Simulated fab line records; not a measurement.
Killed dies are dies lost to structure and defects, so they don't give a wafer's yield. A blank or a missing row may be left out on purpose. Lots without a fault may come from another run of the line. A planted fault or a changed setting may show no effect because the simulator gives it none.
A struck lot beside a sound one    flow ritCmos    25 steps out of a route of 202
Sound: the wafers L260.2, L260.4, L260.6. Wafers struck: L262.1, L262.5, L262.6. Last of all comes the cause.
Per side, at each step with rows, come the tool, then ch with its chambers, and then its first start. Under that, the readings that differ: sound wafers    struck wafers    difference of the means    sigmas: that difference in standard deviations of wafers without a fault.
alike: same words and numbers on both sides, and readings whose means sit less than 2 such deviations apart. not compared: any withheld reading, any reading some wafer has no value for, any bound like >300 that may hide the same value, and any number with overlapping values for which the record gives no deviation.
The two part at a step that has a row with sigmas, a row that says differs or no value, or rows on one side only. When numbers do not overlap yet have no deviation, they are printed without sigmas and do not part them. Lack of a reading on every wafer of one side parts them only where that side has two or more wafers.

first, 1 step without rows for these wafers: RIT_PRETRO_IMPLANT_08.
RIT_PRETRO_STRIP_09: strips in O2, time 180 s.
  sound on plasmaAsher-01 ch 1, day 2 08:11; struck on plasmaAsher-01 ch 0,1, day 2 18:28
  alike: drypumpMotorCurrentA
  not compared: rfHoursCounterH
RIT_PRETRO_TW_MEAS_10:
  sound: filmMetro-03 at day 2 08:23; struck: filmMetro-02 at day 2 18:38
  alike: PRETRO_TW
then, 5 steps without rows for these wafers: RIT_GATE_WET_ETCH_00 (etches SiO2 in BOE, target depth 56 nm, time 60 s); RIT_GATE_CLEAN_01 (cleans in SC1, time 600 s); RIT_GATE_CLEAN_02 (cleans in dHF, time 30 s); RIT_GATE_CLEAN_03 (cleans in SC2, time 600 s); RIT_GATE_CLEAN_04 (cleans in dHF, time 60 s).
RIT_FOX2_THK_MEAS_91:
  sound: filmMetro-03 at day 2 08:53; struck: filmMetro-04 at day 2 19:08
  alike: FIELD_OXIDE_LEFT_2_THK
then, 2 steps without rows for these wafers: RIT_GATE_OXIDATION_05 (target thk 3 nm, ox time 270 s); RIT_GATE_ANNEAL_06 (time 600 s).
RIT_GATE_THK_MEAS_07:
  sound: filmMetro-04 at day 2 11:34; struck: filmMetro-01 at day 2 20:50
  alike: GATE_OXIDE_THK
RIT_GATE_CVD_08: deposits poly-Si from SiH4, target thk 250 nm, time 2220 s.
  sound on lpcvd-01 ch 1, day 2 11:37; struck on lpcvd-01 ch 1, day 2 20:53
reading                                  sound              struck             difference  sigmas
model.poly-Si_of_GATE_CVD_08.thkNm (nm)  246.7 246.6 244.5  435.5 436.5 434.8  +189.7      
RIT_GATE_THK_MEAS_09:
  sound: filmMetro-04 at day 2 13:15; struck: filmMetro-01 at day 2 22:31
reading             sound              struck             difference  sigmas
GATE_POLY_THK (nm)  246.8 246.7 244.4  435.2 436.6 434.8  +189.6      +82
then, 6 steps without rows for these wafers: RIT_GATE_HMDS_10 (prime time 60 s); RIT_GATE_COAT_11 (resist thk 850 nm); RIT_GATE_SOFTBAKE_12 (time 60 s); RIT_GATE_EXPOSE_13 (exposes mask M6, target cd 150 nm); RIT_GATE_PEB_14; RIT_GATE_DEVELOP_15 (develop time 50 s).
RIT_GATE_CD_MEAS_16 targets a cd of 150 nm.
  sound: cdSem-01 at day 2 14:10; struck: cdSem-01 at day 2 23:34
  alike: cdNm
RIT_GATE_OVL_MEAS_17:
  sound: overlay-01 at day 2 14:16; struck: overlay-01 at day 2 23:41
  alike: GATE_OVL
then, 1 step without rows for these wafers: RIT_GATE_HARDBAKE_18 (time 60 s).
RIT_GATE_ETCH_19: etches poly-Si in SF6/CHF3/O2, stops on SiO2, time 165 s, target depth 312.5 nm.
  sound on rieSi-01 ch 0,3, day 2 14:27; struck on rieSi-01 ch 2,3, day 3 00:01
reading                         sound              struck             difference  sigmas
oesProductAu (a.u.)             0.832 0.834 0.843  1.001 1.001 1.014  +0.169      +11
model.GATE.featureDepthNm (nm)  246.7 246.6 244.5  312.4 312.6 312.5  +66.6       
model.etch.depthNm (nm)         246.7 246.6 244.5  312.4 312.6 312.5  +66.6       
  alike: drypumpMotorCurrentA, throttleValvePct
  not compared: rfHoursCounterH, model.GATE.cdNm
RIT_GATE_STRIP_20: strips in O2, time 180 s.
  sound on plasmaAsher-04 ch 0,1, day 2 14:34; struck on plasmaAsher-04 ch 0,1, day 3 00:07
  alike: drypumpMotorCurrentA
  not compared: rfHoursCounterH

## WHERE THEY PART
Earliest at RIT_GATE_THK_MEAS_09; latest, in this record, at RIT_GATE_ETCH_19. Later steps at which nothing parts them and some readings are alike: RIT_GATE_STRIP_20.

WHY: whatever the simulator had introduced
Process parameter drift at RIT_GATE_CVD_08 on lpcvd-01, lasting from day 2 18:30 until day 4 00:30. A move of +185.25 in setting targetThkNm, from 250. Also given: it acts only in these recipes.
